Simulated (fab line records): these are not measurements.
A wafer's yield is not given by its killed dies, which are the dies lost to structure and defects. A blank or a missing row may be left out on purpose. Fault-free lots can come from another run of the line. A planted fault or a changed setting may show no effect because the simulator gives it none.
Matching of chambers || flow rit-cmos || 4 sister chambers for RIT_GATE_ETCH_19 on rie-si-02
The step etches poly-Si in SF6/CHF3/O2, stops on SiO2, time 165 s, target depth 312.5 nm. 16 wafers are shown with their chamber, then 8 later ones without.

EACH WAFER AND ITS CHAMBER
{"wafer": "L482.3", "chamber": 3, "drypump-motor-current-A (A)": 6.2, "throttle-valve-pct (%)": 10.28, "oes-product-au (a.u.)": 0.875}
{"wafer": "L482.4", "chamber": 1, "drypump-motor-current-A (A)": 4.9, "throttle-valve-pct (%)": 10.36, "oes-product-au (a.u.)": 0.866}
{"wafer": "L482.5", "chamber": 2, "drypump-motor-current-A (A)": 6.0, "throttle-valve-pct (%)": 10.04, "oes-product-au (a.u.)": 0.852}
{"wafer": "L486.1", "chamber": 0, "drypump-motor-current-A (A)": 4.8, "throttle-valve-pct (%)": 9.95, "oes-product-au (a.u.)": 0.861}
{"wafer": "L486.2", "chamber": 3, "drypump-motor-current-A (A)": 6.2, "throttle-valve-pct (%)": 10.29, "oes-product-au (a.u.)": 0.865}
{"wafer": "L486.5", "chamber": 0, "drypump-motor-current-A (A)": 4.8, "throttle-valve-pct (%)": 9.96, "oes-product-au (a.u.)": 0.873}
{"wafer": "L492.2", "chamber": 3, "drypump-motor-current-A (A)": 6.2, "throttle-valve-pct (%)": 10.30, "oes-product-au (a.u.)": 0.879}
{"wafer": "L492.5", "chamber": 0, "drypump-motor-current-A (A)": 4.8, "throttle-valve-pct (%)": 9.96, "oes-product-au (a.u.)": 0.845}
{"wafer": "L492.6", "chamber": 3, "drypump-motor-current-A (A)": 6.1, "throttle-valve-pct (%)": 10.29, "oes-product-au (a.u.)": 0.892}
{"wafer": "L494.1", "chamber": 0, "drypump-motor-current-A (A)": 4.8, "throttle-valve-pct (%)": 9.95, "oes-product-au (a.u.)": 0.836}
{"wafer": "L494.4", "chamber": 3, "drypump-motor-current-A (A)": 6.2, "throttle-valve-pct (%)": 10.27, "oes-product-au (a.u.)": 0.879}
{"wafer": "L494.6", "chamber": 1, "drypump-motor-current-A (A)": 5.0, "throttle-valve-pct (%)": 10.35, "oes-product-au (a.u.)": 0.882}
{"wafer": "L498.2", "chamber": 0, "drypump-motor-current-A (A)": 4.8, "throttle-valve-pct (%)": 9.96, "oes-product-au (a.u.)": 0.842}
{"wafer": "L498.3", "chamber": 2, "drypump-motor-current-A (A)": 6.0, "throttle-valve-pct (%)": 10.06, "oes-product-au (a.u.)": 0.848}
{"wafer": "L498.6", "chamber": 0, "drypump-motor-current-A (A)": 4.8, "throttle-valve-pct (%)": 9.94, "oes-product-au (a.u.)": 0.841}
{"wafer": "L499.3", "chamber": 0, "drypump-motor-current-A (A)": 4.8, "throttle-valve-pct (%)": 9.95, "oes-product-au (a.u.)": 0.835}

SIGNATURES, as means of the wafers listed above
{"reading": "drypump-motor-current-A", "chamber 0": 4.800, "chamber 1": 4.950, "chamber 2": 6.000, "chamber 3": 6.180, "scatter within a chamber": 0.0329}
{"reading": "throttle-valve-pct", "chamber 0": 9.9529, "chamber 1": 10.3550, "chamber 2": 10.0500, "chamber 3": 10.2860, "scatter within a chamber": 0.00963}
{"reading": "oes-product-au", "chamber 0": 0.84757, "chamber 1": 0.87400, "chamber 2": 0.85000, "chamber 3": 0.87800, "scatter within a chamber": 0.0119}
Rule: for each reading, subtract the chamber's mean from the wafer's reading, divide by that reading's scatter and square the result; add these up over the readings and take the root, which gives the wafer's distance from the chamber. The wafer belongs to the nearest chamber; if the next one is less than 2 further off, it can't be placed. The scatter is the square root of a quotient: the sum, over the shown wafers, of each reading's squared deviation from its chamber's mean, divided by wafers minus chambers.

WAFERS WITH NO CHAMBER GIVEN
{"wafer": "L499.4", "drypump-motor-current-A (A)": 5.0, "throttle-valve-pct (%)": 10.37, "oes-product-au (a.u.)": 0.875}
{"wafer": "L499.5", "drypump-motor-current-A (A)": 5.0, "throttle-valve-pct (%)": 10.37, "oes-product-au (a.u.)": 0.874}
{"wafer": "L502.1", "drypump-motor-current-A (A)": 4.9, "throttle-valve-pct (%)": 10.37, "oes-product-au (a.u.)": 0.886}
{"wafer": "L502.4", "drypump-motor-current-A (A)": 4.8, "throttle-valve-pct (%)": 9.95, "oes-product-au (a.u.)": 0.849}
{"wafer": "L502.5", "drypump-motor-current-A (A)": 5.0, "throttle-valve-pct (%)": 10.36, "oes-product-au (a.u.)": 0.892}
{"wafer": "L503.2", "drypump-motor-current-A (A)": 6.0, "throttle-valve-pct (%)": 10.06, "oes-product-au (a.u.)": 0.854}
{"wafer": "L503.3", "drypump-motor-current-A (A)": 6.2, "throttle-valve-pct (%)": 10.28, "oes-product-au (a.u.)": 0.882}
{"wafer": "L503.5", "drypump-motor-current-A (A)": 6.2, "throttle-valve-pct (%)": 10.28, "oes-product-au (a.u.)": 0.883}

CHAMBER TAKEN BY EACH
{"wafer": "L499.4", "from the rows above": 1, "in truth": 1}
{"wafer": "L499.5", "from the rows above": 1, "in truth": 1}
{"wafer": "L502.1", "from the rows above": 1, "in truth": 1}
{"wafer": "L502.4", "from the rows above": 0, "in truth": 0}
{"wafer": "L502.5", "from the rows above": 1, "in truth": 1}
{"wafer": "L503.2", "from the rows above": 2, "in truth": 2}
{"wafer": "L503.3", "from the rows above": 3, "in truth": 3}
{"wafer": "L503.5", "from the rows above": 3, "in truth": 3}
Correctly placed: 8 of 8. Not placeable from these rows: 0. Placed wrongly: 0.
